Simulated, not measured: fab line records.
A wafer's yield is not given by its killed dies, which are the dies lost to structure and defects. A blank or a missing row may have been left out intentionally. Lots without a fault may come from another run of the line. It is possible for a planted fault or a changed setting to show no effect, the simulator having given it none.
fab line records	flow ritCmos
[record] lots = 13	wafers = 39	lastDay = 7
route steps=202 shown CONTACT@177 M1@194
lots untouched by any fault: they come from a run of this same line in which no faults occurred
startH: the number of hours between the record's first day and the start of the first shown wafer of the lot	waitH: how many hours have passed since the lot's step before this one	" as in the row above	L1.1+2: one row covering several wafers at once	- no value, or no start given	* or withheld: withheld	< > ~ a bound
route shown NAME@n: NAME is a module with steps in the file, n the number in the route of the first one	usual: mean/standard deviation of fault-free wafers	same: alike in all rows	chamber/n: place in a boat	sites: the reading at each site	_std_site: the values' standard deviation	_edge_site: inner sites' mean taken away from outer sites' mean	radiusMm: for every site, how far away it sits from the centre of the wafer	mask NAME#n: copy n	behind: the tool/chamber that last shaped the wafer	hold: cause of the lot's hold/its duration in hours/its outcome	device: names the non-switching transistor (n, p or np)	end of line: at the end of the route, the tests of the same wafers	a step with no rows: only its recipe	killed: dies that structure and defects cost at the first sort, which is not the same as the wafer's yield	map: shows each die of a wafer: x if killed, . if not, _ if none is there
set.NAME: setting as actually run; set.NAME@STEP: the setting as run at that earlier step	model.NAME: the simulator's own value behind a step, which no gauge read
steps of the route over a sample of lots; a table a step, a row a wafer
services: from which hour (startH, from the record's first day; less than 0 if before it) a tool's chamber was out of use, for how many hours, and why
[[steps]]
[step RIT_CONTACT_OVL_MEAS_09]
[usual] CONTACT_OVL = -0.5/1.2
lot.wafer	tool	chamber	startH	waitH	CONTACT_OVL[nm]
L920.2	overlay-02	-	57.94	0.1	0.4
L920.5	"	-	"	"	-1.6
L920.6	"	-	"	"	-1.8
L921.1	overlay-01	-	61.86	0.1	-3.9
L921.2	"	-	"	"	-1.1
L921.6	"	-	"	"	-1.3
L922.2	overlay-02	-	67.20	0.1	0.0
L922.4	"	-	"	"	-0.1
L922.5	"	-	"	"	1.2
L925.1	overlay-02	-	83.15	0.1	-1.6
L925.3	"	-	"	"	-0.2
L925.6	"	-	"	"	-0.4
L926.3	overlay-02	-	86.62	0.1	-0.5
L926.4	"	-	"	"	0.7
L926.6	"	-	"	"	1.0
L927.2	overlay-02	-	91.77	0.1	-1.0
L927.5	"	-	"	"	0.0
L927.6	"	-	"	"	-0.6
L930.3	overlay-01	-	107.26	0.1	0.6
L930.4	"	-	"	"	0.7
L930.5	"	-	"	"	-1.6
L931.2	overlay-02	-	111.55	0.1	-0.8
L931.3	"	-	"	"	-0.5
L931.6	"	-	"	"	0.0
L933.2	overlay-02	-	119.11	0.1	-0.1
L933.3	"	-	"	"	-1.7
L933.4	"	-	"	"	1.5
L934.2	overlay-01	-	126.17	0.1	1.1
L934.4	"	-	"	"	-1.3
L934.6	"	-	"	"	0.3
L937.2	overlay-01	-	139.37	0.1	-1.0
L937.3	"	-	"	"	0.3
L937.4	"	-	"	"	-0.4
L940.1	overlay-01	-	153.39	0.1	-0.9
L940.2	"	-	"	"	-1.4
L940.5	"	-	"	"	0.2
L942.2	overlay-01	-	166.63	0.1	-1.9
L942.4	"	-	"	"	-1.4
L942.6	"	-	"	"	-1.0
[step RIT_CONTACT_ETCH_11]
[recipe] targetDepthA = 4800	overEtchFrac = 0.2	stopOn = TiSi2	chemistry = CHF3/CF4/Ar	target = SiO2	CHF3_flow_sccm = 50	cf4FlowSccm = 10	Ar_flow_sccm = 100	O2_flow_sccm = 5	pressureMtorr = 100	rfW = 200	timeS = 320
[usual] O2_flow_sccm = 5.001/0.016	drypumpMotorCurrentA = 5.9/0.49	oesProductAu = 0.989/0.01	throttleValvePct = 8.80/0.1
lot.wafer	tool	chamber	startH	waitH	O2_flow_sccm	drypumpMotorCurrentA	oesProductAu	rfHoursCounterH	throttleValvePct
L920.2	rieDiel-01	0	58.12	0.1	4.994	6.4	1.009	88	8.69
L920.5	"	3	"	"	5.011	5.8	0.981	-	8.75
L920.6	"	0	"	"	5.006	6.4	1.006	-	8.69
L921.1	rieDiel-03	3	62.05	0.1	5.001	5.2	0.980	139	8.86
L921.2	"	0	"	"	4.987	6.5	0.994	72	8.91
L921.6	"	3	"	"	5.017	5.2	0.990	-	8.87
L922.2	rieDiel-02	0	67.38	0.1	5.010	5.9	1.006	166	8.72
L922.4	"	3	"	"	5.013	6.3	0.963	7	8.72
L922.5	"	2	"	"	5.003	5.3	1.001	-	8.60
L925.1	rieDiel-01	0	83.33	0.1	4.993	6.3	1.001	88	8.68
L925.3	"	3	"	"	5.000	5.8	0.975	37	8.77
L925.6	"	2	"	"	5.005	5.7	0.989	-	8.79
L926.3	rieDiel-03	3	86.80	0.1	4.952	5.2	0.985	140	8.85
L926.4	"	1	"	"	5.010	6.4	0.985	29	8.92
L926.6	"	0	"	"	4.995	6.5	0.994	-	8.89
L927.2	rieDiel-02	0	91.95	0.1	4.982	5.9	0.997	0	8.72
L927.5	"	0	"	"	4.984	5.9	1.003	-	8.73
L927.6	"	1	"	"	5.006	6.4	0.991	-	8.81
L930.3	rieDiel-03	3	107.44	0.1	5.011	5.2	0.978	140	8.87
L930.4	"	2	"	"	5.001	5.4	0.985	-	8.70
L930.5	"	3	"	"	5.013	5.2	0.985	-	8.88
L931.2	rieDiel-03	3	111.73	0.1	5.014	5.3	0.982	140	8.88
L931.3	"	1	"	"	5.008	6.4	0.986	29	8.91
L931.6	"	2	"	"	4.997	5.4	0.988	-	8.69
L933.2	rieDiel-01	1	119.29	0.1	5.022	5.4	0.988	145	8.93
L933.3	"	3	"	"	4.993	5.8	0.978	38	8.77
L933.4	"	0	"	"	5.025	6.4	0.999	89	8.67
L934.2	rieDiel-03	2	126.35	0.1	5.012	5.4	0.988	40	8.72
L934.4	"	3	"	"	5.027	5.2	0.967	141	8.85
L934.6	"	0	"	"	4.982	6.4	0.993	-	8.89
L937.2	rieDiel-01	3	139.55	0.1	5.022	5.8	0.988	39	8.75
L937.3	"	2	"	"	5.006	5.7	1.003	55	8.80
L937.4	"	0	"	"	4.967	6.4	1.001	90	8.67
L940.1	rieDiel-02	3	153.57	0.1	5.007	6.3	0.964	8	8.72
L940.2	"	1	"	"	4.965	6.4	0.993	60	8.82
L940.5	"	1	"	"	4.983	6.4	0.987	-	8.82
L942.2	rieDiel-02	3	166.81	0.1	5.013	6.3	0.961	8	8.71
L942.4	"	0	"	"	5.025	5.9	0.995	1	8.73
L942.6	"	2	"	"	5.004	5.4	0.995	-	8.60
[step RIT_M1_OVL_MEAS_10]
[usual] M1_OVL = -0.3/1.3
lot.wafer	tool	chamber	startH	waitH	M1_OVL[nm]
L920.2	overlay-02	-	60.58	0.1	-0.6
L920.5	"	-	"	"	0.7
L920.6	"	-	"	"	-0.6
L921.1	overlay-02	-	64.36	0.1	-0.3
L921.2	"	-	"	"	1.0
L921.6	"	-	"	"	1.3
L922.2	overlay-02	-	69.70	0.1	-1.8
L922.4	"	-	"	"	-1.1
L922.5	"	-	"	"	-2.1
L925.1	overlay-01	-	85.67	0.1	0.3
L925.3	"	-	"	"	-1.0
L925.6	"	-	"	"	-0.5
L926.3	overlay-01	-	89.26	0.1	-1.0
L926.4	"	-	"	"	-0.1
L926.6	"	-	"	"	-0.3
L927.2	overlay-02	-	94.27	0.1	-0.1
L927.5	"	-	"	"	0.5
L927.6	"	-	"	"	0.6
L930.3	overlay-02	-	109.76	0.1	0.5
L930.4	"	-	"	"	-1.1
L930.5	"	-	"	"	1.1
L931.2	overlay-01	-	114.05	0.1	2.0
L931.3	"	-	"	"	-1.1
L931.6	"	-	"	"	-1.7
L933.2	overlay-02	-	121.69	0.1	-0.1
L933.3	"	-	"	"	-0.2
L933.4	"	-	"	"	-2.0
L934.2	overlay-01	-	128.86	0.1	1.9
L934.4	"	-	"	"	1.5
L937.2	overlay-01	-	142.51	0.1	1.0
L937.3	"	-	"	"	1.6
L937.4	"	-	"	"	-1.2
L940.1	overlay-01	-	156.01	0.1	-2.2
L940.2	"	-	"	"	0.1
L940.5	"	-	"	"	-2.6
L942.2	overlay-01	-	169.27	0.1	1.0
L942.4	"	-	"	"	0.1
L942.6	"	-	"	"	1.3
[step RIT_M1_BOW_MEAS_16]
[recipe] mode = bow
[usual] M1_BOW = 18/6.8
lot.wafer	tool	chamber	startH	waitH	M1_BOW[um]
L920.2	filmMetro-03	-	63.24	0.0	34
L920.5	"	-	"	"	13
L920.6	"	-	"	"	30
L921.1	filmMetro-03	-	66.78	0.0	19
L921.2	"	-	"	"	20
L921.6	"	-	"	"	8
L922.2	filmMetro-02	-	72.13	0.0	12
L922.4	"	-	"	"	16
L922.5	"	-	"	"	12
L925.1	filmMetro-03	-	88.09	0.0	31
L925.3	"	-	"	"	0
L925.6	"	-	"	"	19
L926.3	filmMetro-02	-	91.71	0.0	30
L926.4	"	-	"	"	22
L926.6	"	-	"	"	23
L927.2	filmMetro-02	-	96.87	0.0	19
L927.5	"	-	"	"	18
L927.6	"	-	"	"	9
L930.3	filmMetro-03	-	112.37	0.0	27
L930.4	"	-	"	"	20
L930.5	"	-	"	"	14
L931.2	filmMetro-04	-	116.50	0.0	19
L931.3	"	-	"	"	13
L931.6	"	-	"	"	13
L933.2	filmMetro-03	-	124.52	0.0	24
L933.3	"	-	"	"	9
L933.4	"	-	"	"	24
L934.2	filmMetro-02	-	131.32	0.0	16
L934.4	"	-	"	"	29
L937.2	filmMetro-02	-	144.96	0.0	17
L937.3	"	-	"	"	11
L937.4	"	-	"	"	27
L940.1	filmMetro-03	-	158.43	0.0	15
L940.2	"	-	"	"	26
L940.5	"	-	"	"	11
L942.2	filmMetro-03	-	171.72	0.0	21
L942.4	"	-	"	"	23
L942.6	"	-	"	"	8
[step RIT_M1_PROBE_99]
[usual] killed_at_M0_to_M3 = 0.0/0.12	killedAtContacts = 0.0/0.16	killedAtFrontEnd = 7.1/2.7	killedDies = 7.2/2.7	killedOnRim = 1.9/1.2	killedOpen = 3.5/1.9	killedShort = 3.6/1.9
[same] grossDies = 264	killed_at_M4_up = 0	killedAtBackSide = 0	killedAtOther = 0
lot.wafer	tool	chamber	startH	waitH	killed_at_M0_to_M3	killedAtContacts	killedAtFrontEnd	killedDies	killedOnRim	killedOpen	killedShort
L920.2	prober-02	-	63.39	0.1	0	0	8	8	1	4	4
L920.5	prober-02	-	63.54	0.2	0	0	9	9	1	4	5
L920.6	prober-02	-	63.59	0.2	0	0	7	7	3	4	3
L921.1	prober-01	-	66.90	0.1	0	0	8	8	2	3	5
L921.2	prober-01	-	66.95	0.1	0	0	12	12	4	4	8
L921.6	prober-01	-	67.15	0.2	0	0	5	5	2	2	3
L922.2	prober-02	-	72.28	0.1	0	0	6	6	2	3	3
L922.4	prober-02	-	72.38	0.2	0	1	6	7	2	4	3
L922.5	prober-02	-	72.43	0.2	0	0	7	7	5	6	1
L925.1	prober-01	-	88.21	0.1	0	0	5	5	0	4	1
L925.3	prober-01	-	88.31	0.2	0	0	6	6	1	6	0
L925.6	prober-01	-	88.46	0.2	0	0	10	10	3	1	9
L926.3	prober-02	-	91.89	0.2	1	0	9	10	4	3	6
L926.4	prober-02	-	91.94	0.2	0	0	5	5	1	3	2
L926.6	prober-02	-	92.04	0.2	0	0	9	9	3	3	6
L927.2	prober-01	-	97.02	0.1	0	0	10	10	5	5	5
L927.5	prober-01	-	97.17	0.2	0	0	8	8	1	4	4
L927.6	prober-01	-	97.22	0.2	0	0	5	5	2	3	2
L930.3	prober-02	-	112.55	0.2	0	0	6	6	1	4	2
L930.4	prober-02	-	112.60	0.2	0	0	4	4	1	2	2
L930.5	prober-02	-	112.65	0.2	0	0	2	2	0	1	1
L931.2	prober-01	-	116.65	0.1	0	0	6	6	2	2	4
L931.3	prober-01	-	116.70	0.2	0	0	13	13	4	5	8
L931.6	prober-01	-	116.85	0.2	0	0	7	7	2	6	1
L933.2	prober-01	-	124.67	0.1	0	0	3	3	1	2	1
L933.3	prober-01	-	124.72	0.2	0	0	7	7	1	3	4
L933.4	prober-01	-	124.77	0.2	0	0	8	8	2	6	2
L934.2	prober-02	-	131.47	0.1	0	0	7	7	1	3	4
L934.4	prober-02	-	131.57	0.2	0	0	10	10	4	4	5
L934.6	prober-02	-	131.67	0.2	0	257	7	264	70	2	5
L937.2	prober-01	-	145.11	0.1	0	0	8	8	3	4	4
L937.3	prober-01	-	145.16	0.2	0	0	8	8	4	3	5
L937.4	prober-01	-	145.21	0.2	0	0	5	5	0	1	4
L940.1	prober-02	-	158.55	0.1	0	0	10	10	3	7	3
L940.2	prober-02	-	158.60	0.1	0	0	9	9	2	6	3
L940.5	prober-02	-	158.75	0.2	0	0	13	13	4	8	5
L942.2	prober-02	-	171.87	0.1	0	0	4	4	0	3	1
L942.4	prober-02	-	171.97	0.2	0	0	4	4	3	2	2
L942.6	prober-02	-	172.07	0.2	0	0	6	6	1	3	3
// killed by level:class
L920.2 GATE:geometricParticle:short=2 SPACER:geometricParticle:open=2 SILICIDE:geometricParticle:open=2 FOX2:geometricParticle:short=1 SPACER:geometricParticle:short=1
L920.5 GATE:geometricParticle:short=2 REOX:geometricParticle:open=2 FOX2:geometricParticle:short=1 GATE:geometricParticle:open=1 SPACER:geometricParticle:open=1 SPACER:geometricParticle:short=1 SILICIDE:geometricParticle:short=1
L920.6 GATE:geometricParticle:open=2 SPACER:geometricParticle:short=2 ACTIVE:geometricParticle:short=1 FOX2:geometricParticle:open=1 SILICIDE:geometricParticle:open=1
L921.1 SILICIDE:geometricParticle:short=2 FOX2:geometricParticle:short=1 GATE:geometricParticle:open=1 REOX:geometricParticle:short=1 SPACER:geometricParticle:short=1 SPACER:geometricParticle:open=1 SILICIDE:geometricParticle:open=1
L921.2 SPACER:geometricParticle:short=4 REOX:geometricParticle:short=2 FOX1:geometricParticle:short=1 FOX1:geometricParticle:open=1 GATE:geometricParticle:short=1 GATE:geometricParticle:open=1 REOX:geometricParticle:open=1 SILICIDE:geometricParticle:open=1
L921.6 FOX2:geometricParticle:open=1 GATE:geometricParticle:short=1 GATE:geometricParticle:open=1 SPACER:geometricParticle:short=1 SILICIDE:geometricParticle:short=1
L922.2 GATE:geometricParticle:open=3 GATE:geometricParticle:short=3
L922.4 FOX1:geometricParticle:short=2 GATE:geometricParticle:open=2 FOX1:geometricParticle:open=1 SPACER:geometricParticle:open=1 CONTACT:geometricParticle:short=1
L922.5 REOX:geometricParticle:open=3 FOX1:geometricParticle:open=1 GATE:geometricParticle:open=1 GATE:geometricParticle:short=1 SILICIDE:geometricParticle:open=1
L925.1 REOX:geometricParticle:open=2 FOX2:geometricParticle:open=1 GATE:geometricParticle:open=1 GATE:geometricParticle:short=1
L925.3 GATE:geometricParticle:open=3 FOX2:geometricParticle:open=1 REOX:geometricParticle:open=1 SPACER:geometricParticle:open=1
L925.6 GATE:geometricParticle:short=4 SPACER:geometricParticle:short=2 ACTIVE:geometricParticle:short=1 FOX1:geometricParticle:short=1 GATE:geometricParticle:open=1 REOX:geometricParticle:short=1
L926.3 FOX1:geometricParticle:open=2 REOX:geometricParticle:short=2 ACTIVE:geometricParticle:short=1 FOX2:geometricParticle:short=1 GATE:geometricParticle:short=1 SPACER:geometricParticle:short=1 SILICIDE:geometricParticle:open=1 M1:coatMicrobubblePrinted=1
L926.4 SILICIDE:geometricParticle:open=2 FOX1:geometricParticle:short=1 SPACER:geometricParticle:open=1 SPACER:geometricParticle:short=1
L926.6 GATE:geometricParticle:short=2 FOX1:geometricParticle:open=1 FOX1:geometricParticle:short=1 FOX2:geometricParticle:open=1 FOX2:geometricParticle:short=1 GATE:geometricParticle:open=1 SPACER:geometricParticle:short=1 SILICIDE:geometricParticle:short=1
L927.2 GATE:geometricParticle:short=3 GATE:geometricParticle:open=2 FOX1:geometricParticle:open=1 FOX1:geometricParticle:short=1 FOX2:geometricParticle:open=1 SILICIDE:geometricParticle:open=1 SILICIDE:geometricParticle:short=1
L927.5 FOX1:geometricParticle:short=2 REOX:geometricParticle:open=2 SILICIDE:geometricParticle:short=2 FOX2:geometricParticle:open=1 SILICIDE:geometricParticle:open=1
L927.6 GATE:geometricParticle:open=2 FOX2:geometricParticle:short=1 GATE:geometricParticle:short=1 SILICIDE:geometricParticle:open=1
L930.3 GATE:geometricParticle:open=2 FOX1:geometricParticle:open=1 GATE:geometricParticle:short=1 SILICIDE:geometricParticle:short=1 SILICIDE:geometricParticle:open=1
L930.4 GATE:geometricParticle:short=2 FOX1:geometricParticle:open=1 GATE:geometricParticle:open=1
L930.5 GATE:geometricParticle:open=1 GATE:geometricParticle:short=1
L931.2 FOX1:geometricParticle:short=2 SPACER:geometricParticle:short=2 FOX1:geometricParticle:open=1 SPACER:geometricParticle:open=1
L931.3 SPACER:geometricParticle:short=4 GATE:geometricParticle:short=2 GATE:geometricParticle:open=2 FOX1:geometricParticle:open=1 FOX1:geometricParticle:short=1 FOX2:geometricParticle:short=1 SPACER:geometricParticle:open=1 SILICIDE:geometricParticle:open=1
L931.6 REOX:geometricParticle:open=3 FOX1:geometricParticle:open=1 FOX1:geometricParticle:short=1 SPACER:geometricParticle:open=1 SILICIDE:geometricParticle:open=1
L933.2 FOX1:geometricParticle:short=1 REOX:geometricParticle:open=1 SPACER:geometricParticle:open=1
L933.3 FOX2:geometricParticle:short=2 FOX1:geometricParticle:open=1 FOX1:geometricParticle:short=1 FOX2:geometricParticle:open=1 GATE:geometricParticle:short=1 REOX:geometricParticle:open=1
L933.4 SPACER:geometricParticle:open=4 FOX1:geometricParticle:short=1 FOX1:geometricParticle:open=1 FOX2:geometricParticle:short=1 GATE:geometricParticle:open=1
L934.2 GATE:geometricParticle:short=2 GATE:geometricParticle:open=2 FOX1:geometricParticle:short=1 REOX:geometricParticle:open=1 REOX:geometricParticle:short=1
L934.4 GATE:geometricParticle:short=3 GATE:geometricParticle:open=1 REOX:geometricParticle:open=1 REOX:geometricParticle:short=1 SPACER:geometricParticle:open=1 SILICIDE:geometricParticle:short=1 SILICIDE:geometricParticle:open=1 PLDD:coatMicrobubblePrinted=1
L934.6 CONTACT:areaEtch=257 SPACER:geometricParticle:short=3 GATE:geometricParticle:open=2 GATE:geometricParticle:short=1 REOX:geometricParticle:short=1
L937.2 FOX2:geometricParticle:short=2 SPACER:geometricParticle:open=2 FOX1:geometricParticle:short=1 GATE:geometricParticle:open=1 SPACER:geometricParticle:short=1 SILICIDE:geometricParticle:open=1
L937.3 REOX:geometricParticle:short=2 GATE:geometricParticle:short=1 GATE:geometricParticle:open=1 REOX:geometricParticle:open=1 SPACER:geometricParticle:short=1 SILICIDE:geometricParticle:open=1 SILICIDE:geometricParticle:short=1
L937.4 GATE:geometricParticle:short=3 SILICIDE:geometricParticle:short=1 SILICIDE:geometricParticle:open=1
L940.1 GATE:geometricParticle:open=5 GATE:geometricParticle:short=2 REOX:geometricParticle:short=1 REOX:geometricParticle:open=1 SILICIDE:geometricParticle:open=1
L940.2 GATE:geometricParticle:open=4 GATE:geometricParticle:short=2 REOX:geometricParticle:open=2 REOX:geometricParticle:short=1
L940.5 GATE:geometricParticle:open=4 FOX1:geometricParticle:open=2 GATE:geometricParticle:short=2 FOX1:geometricParticle:short=1 FOX2:geometricParticle:open=1 REOX:geometricParticle:short=1 SPACER:geometricParticle:short=1 SILICIDE:geometricParticle:open=1
L942.2 GATE:geometricParticle:open=1 GATE:geometricParticle:short=1 REOX:geometricParticle:open=1 SPACER:geometricParticle:open=1
L942.4 REOX:geometricParticle:short=2 FOX1:geometricParticle:open=1 GATE:geometricParticle:open=1
L942.6 GATE:geometricParticle:open=2 FOX1:geometricParticle:short=1 GATE:geometricParticle:short=1 REOX:geometricParticle:open=1 REOX:geometricParticle:short=1
[[services]]
tool	chamber	startH	hours	kind
rieDiel-03	-	57.93	0.6	repair
rieDiel-02	0	76.36	-	clean
rieDiel-02	0	76.36	14.8	scheduledDown
rieDiel-02	0	76.36	14.8	ventCycle
rieDiel-02	3	87.02	10.5	repair
rieDiel-01	1	95.27	5.7	repair
rieDiel-03	0	98.90	9.8	repair
rieDiel-03	0	109.05	15.7	repair
rieDiel-02	-	115.48	14.6	pm
[[key]]
[firstSign] step = RIT_M1_PROBE_99	reading = killedAtContacts	direction = up	sigmas = 99+	usual = 0.0	struck = 257
[effect] step = RIT_M1_PROBE_99	reading = killedDies	direction = up	sigmas = 95	usual = 7.2	struck = 264
[moreKillsBornAt] RIT_CONTACT_ETCH_11@rieDiel-03 = 257
metAt RIT_CONTACT_ETCH_11
struckLots L934
struckWafers L934.6
laterRowsLeftOut L934.6
testerLeftOut L934
notActingAt RIT_CONTACT_OVL_MEAS_09,RIT_M1_OVL_MEAS_10,RIT_M1_BOW_MEAS_16
onsetBetween 86.80 126.35
[fault] kind = processParameterDrift	tool = rieDiel-03	chamber = 0	onsetH = 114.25	steps = RIT_CONTACT_ETCH_11	channel = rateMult	offset = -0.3	shape = step	endH = 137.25
// testerLeftOut: of these lots the tester's yield and bins aren't shown, on N5 and GAA mostly nor the transistor test; their killed dies are dies lost to structure and defects alone, not to doping, threshold or leakage, so they don't give the yield
// laterRowsLeftOut: the simulator's readings of these wafers behind a module that went badly wrong aren't trusted and aren't shown, but for the sort
